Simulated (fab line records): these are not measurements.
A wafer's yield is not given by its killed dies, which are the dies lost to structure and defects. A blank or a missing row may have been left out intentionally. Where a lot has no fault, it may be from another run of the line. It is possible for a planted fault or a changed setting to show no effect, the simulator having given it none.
A lot that was struck, set against a sound lot    flow ritCmos    18 steps out of a route of 202
Sound: the wafers L614.2, L614.5, L614.6. Wafers struck: L627.2, L627.4, L627.5. At the end, the cause is stated.
Per side, at each step with rows, come the tool, then ch with its chambers, and then its first start. Under that, the readings that differ: sound wafers    struck wafers    difference of the means    sigmas: that difference in standard deviations of wafers without a fault.
alike: words and numbers the same on both sides, and readings whose means are apart by under 2 such deviations; not compared: readings that were withheld, readings missing a value for some wafer, numbers with overlapping values and no deviation given by the record, and bounds like >300 which may hide the same value.
A row with sigmas, a row that says differs or no value, or rows on one side alone: a step with any of these is where the two part. Numbers that have no deviation but don't overlap get no sigmas and don't part them. A reading missing from all wafers of one side parts the sides only when that side holds two or more wafers.

RIT_CONTACT_OVL_MEAS_09:
  sound on overlay-02, day 3 09:50; struck on overlay-01, day 6 02:44
  alike: CONTACT_OVL
then, 1 step without rows for these wafers: RIT_CONTACT_HARDBAKE_10 (time 60 s).
RIT_CONTACT_ETCH_11: etches SiO2 in CHF3/CF4/Ar, stops on TiSi2, target depth 480 nm, time 320 s.
  sound on rieDiel-03 ch 0,1, day 3 10:01; struck on rieDiel-01 ch 0,2,3, day 6 02:55
  alike: drypumpMotorCurrentA, oesProductAu, throttleValvePct
  not compared: rfHoursCounterH
RIT_CONTACT_STRIP_12: strips in O2, time 180 s.
  sound on plasmaAsher-03 ch 0,1, day 3 10:13; struck on plasmaAsher-04 ch 0, day 6 03:07
  alike: drypumpMotorCurrentA
  not compared: rfHoursCounterH
RIT_CONTACT_CD_MEAS_90: the cd target is 1000 nm.
  sound on cdSem-02, day 3 10:25; struck on cdSem-02, day 6 03:18
  alike: cdNm
then, 2 steps without rows for these wafers: RIT_CONTACT_CLEAN_13 (cleans in SC1, time 600 s); RIT_CONTACT_CLEAN_14 (cleans in SC2, time 600 s).
RIT_M1_SPUTTER_00: material Al, target thk 400 nm, time 500 s.
  sound on pvdSputter-02, day 3 10:53; struck on pvdSputter-02, day 6 03:46
  alike: throttleValvePct
RIT_M1_RS_MEAS_01: measurement is done with a four-point probe.
  sound on filmMetro-04, day 3 11:11; struck on filmMetro-04, day 6 04:05
  alike: M1_AL_RS
RIT_M1_THK_MEAS_02: measures by xrf.
  sound on filmMetro-04, day 3 11:18; struck on filmMetro-04, day 6 04:11
  alike: M1_AL_THK
then, 2 steps without rows for these wafers: RIT_M1_HMDS_03 (prime time 60 s); RIT_M1_COAT_04 (resist thk 1300 nm).
RIT_M1_SOFTBAKE_05: time 60 s.
  sound on lithoTrack-02 ch 0, day 3 11:40; struck on lithoTrack-02 ch 0, day 6 04:34
reading                sound              struck             difference                     sigmas
heaterPowerTotalW (W)  34.52 34.54 34.53  38.10 38.00 38.03  +3.51                          +72
plateTempC (C)         90.07 90.09 89.71  - - -              no value on the struck wafers  
runLengthS (s)         88.96 88.94 89.01  71.89 72.05 72.21  -16.92                         -89
  alike: chillPlateTempC, exhaustPa
then, 2 steps without rows for these wafers: RIT_M1_EXPOSE_06 (exposes mask M12, target cd 2600 nm); RIT_M1_PEB_07.
RIT_M1_DEVELOP_08: develop time 68 s.
  sound on lithoTrack-02 ch 0; struck on lithoTrack-02 ch 0
reading                                 sound              struck             difference  sigmas
chillPlateTempC (C)                     23.18 23.09 23.16  22.95 22.75 22.94  -0.26       -2
model.NOVOLAK_of_M1_COAT_04.thkNm (nm)  1296 1303 1301     1307 1308 1304     +6          
  alike: exhaustPa
RIT_M1_CD_MEAS_09: the cd target is 2600 nm.
  sound on cdSem-01, day 3 12:22; struck on cdSem-02, day 6 05:16
  alike: cdNm
RIT_M1_PROBE_99:
  sound on prober-02, day 3 15:29; struck on prober-01, day 6 08:00
  alike: defectLimitedYield, killedAtContacts, killedAtFrontEnd, killedDies, killedOpen, killedShort, sort_bin_3_pad_short, sort_bin_5_function, sort_bin_6_memory, sortNPass, sortYieldPct

WHERE THEY PART
At RIT_M1_SOFTBAKE_05 first; at RIT_M1_DEVELOP_08 last (within this record only). Later steps at which nothing parts them and some readings are alike: RIT_M1_CD_MEAS_09, RIT_M1_PROBE_99.

WHY: whatever the simulator had introduced
Process parameter drift: lithoTrack-02, from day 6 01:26 on, at RIT_M1_SOFTBAKE_05. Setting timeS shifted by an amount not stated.
